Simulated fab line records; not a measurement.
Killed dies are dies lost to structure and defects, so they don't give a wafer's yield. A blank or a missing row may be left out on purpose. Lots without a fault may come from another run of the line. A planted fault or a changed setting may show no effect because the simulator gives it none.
One fault seen from 2 desks || flow rit_cmos || each desk holds nothing but its own numbers, with what lay behind them at the end

== AT THE TOOL OWNER'S DESK: rtp_anneal-02 ==
At RIT_SDANNEAL_RTA_03 (time 5 s), the tool's own readings, given per lot that ran on this tool as the mean of the sampled wafers with a number. Any lot whose mean is over 4 standard deviations away from the usual mean is out of limits and marked OUT; that distance is given in the brackets.
Columns: A = wafer_temp_C_max at RIT_SDANNEAL_RTA_03, usual 1053.6
{"lot": "L873", "first seen here": "day 3 13:01", "A": 1054.0}
{"lot": "L875", "first seen here": "day 4 01:34", "A": 1053.3}
{"lot": "L879", "first seen here": "day 4 18:13", "A": 1053.9}
{"lot": "L881", "first seen here": "day 5 05:52", "A": 1052.9}
{"lot": "L883", "first seen here": "day 5 10:11", "A": 1052.0}
{"lot": "L892", "first seen here": "day 8 05:10", "A": 1054.7}
{"lot": "L895", "first seen here": "day 8 19:46", "A": 1053.7}
Result from this desk: across the 7 lots, nothing is out of limits.

== METROLOGY DESK ==
What the gauges read for every lot (on any tool): the sampled wafers with a number, averaged. Any lot whose mean is over 4 standard deviations away from the usual mean is out of limits and marked OUT; that distance is given in the brackets.
Columns: A = PSD_RS at RIT_SDANNEAL_RS_MEAS_04, usual 116.00 ohm/sq; B = NSD_RS at RIT_SDANNEAL_RS_MEAS_05, usual 84.52 ohm/sq; C = PLDD_RS at RIT_SDANNEAL_RS_MEAS_06, usual 178.8 ohm/sq; D = NLDD_RS at RIT_SDANNEAL_RS_MEAS_07, usual 151.7 ohm/sq
{"lot": "L872", "first seen here": "day 3 12:34", "A": 115.78, "B": 84.27, "C": 178.7, "D": 150.7}
{"lot": "L873", "first seen here": "day 3 13:05", "A": 116.33, "B": 84.40, "C": 179.4, "D": 151.6}
{"lot": "L874", "first seen here": "day 3 14:53", "A": 115.84, "B": 84.53, "C": 178.6, "D": 150.8}
{"lot": "L875", "first seen here": "day 4 01:38", "A": 115.76, "B": 84.61, "C": 177.9, "D": 152.3}
{"lot": "L878", "first seen here": "day 4 15:16", "A": 115.77, "B": 84.40, "C": 178.7, "D": 152.7}
{"lot": "L879", "first seen here": "day 4 18:16", "A": "96.55 (-67) OUT", "B": "83.31 (-4.2) OUT", "C": "162.3 (-34) OUT", "D": 150.4}
{"lot": "L881", "first seen here": "day 5 05:56", "A": "96.25 (-68) OUT", "B": "83.34 (-4.1) OUT", "C": "161.2 (-37) OUT", "D": 150.0}
{"lot": "L882", "first seen here": "day 5 09:52", "A": 116.20, "B": 84.43, "C": 179.0, "D": 152.1}
{"lot": "L883", "first seen here": "day 5 10:16", "A": "96.44 (-67) OUT", "B": 83.54, "C": "161.8 (-35) OUT", "D": 150.3}
{"lot": "L884", "first seen here": "day 5 19:22", "A": 115.67, "B": 84.57, "C": 179.5, "D": 152.1}
{"lot": "L890", "first seen here": "day 7 15:00", "A": 115.90, "B": 84.30, "C": 178.4, "D": 152.0}
{"lot": "L893", "first seen here": "day 8 04:47", "A": 116.39, "B": 85.02, "C": 179.1, "D": 151.3}
{"lot": "L892", "first seen here": "day 8 05:13", "A": 115.93, "B": 84.05, "C": 178.6, "D": 152.0}
{"lot": "L894", "first seen here": "day 8 13:31", "A": 116.46, "B": 84.51, "C": 179.0, "D": 152.3}
{"lot": "L895", "first seen here": "day 8 19:49", "A": 115.89, "B": 84.79, "C": 178.1, "D": 151.4}
Finding of this desk: L879, L881, L883 out of limits, first seen on L879 at day 4 18:16 (PSD_RS at RIT_SDANNEAL_RS_MEAS_04). In limits: L872, L873, L874, L875, L878, L882, L884, L890, L893, L892, L894, L895.

== TAKEN TOGETHER ==
The metrology desk could have raised an alarm at day 4 18:16, on L879, L881, L883.
The tool owner's desk saw nothing out of limits.
The tool owner's desk has L879, L881, L883 on record, within its limits.
Every lot named ran RIT_SDANNEAL_RTA_03 on rtp_anneal-02.

== WHAT HAD BEEN PUT IN BY THE SIMULATOR ==
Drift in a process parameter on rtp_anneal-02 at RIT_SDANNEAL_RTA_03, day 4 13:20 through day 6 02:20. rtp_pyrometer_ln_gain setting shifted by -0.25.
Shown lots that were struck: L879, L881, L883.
Per desk, hours elapsed from the start of the fault to the first reading out of limits: for the metrology desk, 5.
